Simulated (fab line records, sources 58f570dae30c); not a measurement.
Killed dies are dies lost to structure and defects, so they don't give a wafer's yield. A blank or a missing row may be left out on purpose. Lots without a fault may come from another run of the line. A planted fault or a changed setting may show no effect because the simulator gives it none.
Which tool did it? | flow berkeley_cmos170 | 7 lots, 21 wafers sampled, at 2 steps of a route of 331

WHAT THE GAUGES READ, wafer by wafer
UCB170_PFIELD_OVL_MEAS_06.
lot  | measured    | on         | PFIELD_OVL (nm)
L285 | day 5 03:41 | overlay-01 | 9 10 7
L289 | day 6 04:57 | overlay-01 | 4 10 4
L292 | day 7 06:58 | overlay-01 | 5 0 -1
L294 | day 7 12:23 | overlay-01 | -4 0 1
L300 | day 8 15:33 | overlay-01 | 11 6 5
L303 | day 8 06:59 | overlay-01 | -5 2 1
L307 | day 9 12:25 | overlay-02 | 5 5 1

WHICH TOOL RAN EACH LOT (tool, then ch and the chambers of the sampled wafers, then the start)
lot  | UCB170_NWELL_IMPLANT_14
L285 | implanter-02 ch 0, day 2 17:08
L289 | implanter-04 ch 0, day 3 15:07
L292 | implanter-04 ch 0, day 4 11:52
L294 | implanter-02 ch 0, day 4 23:08
L300 | implanter-01 ch 0, day 6 01:43
L303 | implanter-04 ch 0, day 6 08:19
L307 | implanter-01 ch 0, day 7 04:14
- UCB170_NWELL_IMPLANT_14

THE ANSWER, worked out from the rows above alone
Rule: what is usual is taken from the lots themselves. Put in order of their means at a reading, lots are off if they are a third of the lots or fewer, leave a main group of 4 or more, and stand apart from it by a gap of 3 or more times the standard deviation of the main group's means; of several such gaps the widest counts. A main group whose means are all the same, to the digits that the tables above print for the reading, isn't used. A lot without any number at a reading at which 4 lots or more have one is off too. The other lots that the step has rows for count as sound.
No lot is off at any reading shown: from this, nothing can be told.

WHAT THE SIMULATOR HAD PUT IN
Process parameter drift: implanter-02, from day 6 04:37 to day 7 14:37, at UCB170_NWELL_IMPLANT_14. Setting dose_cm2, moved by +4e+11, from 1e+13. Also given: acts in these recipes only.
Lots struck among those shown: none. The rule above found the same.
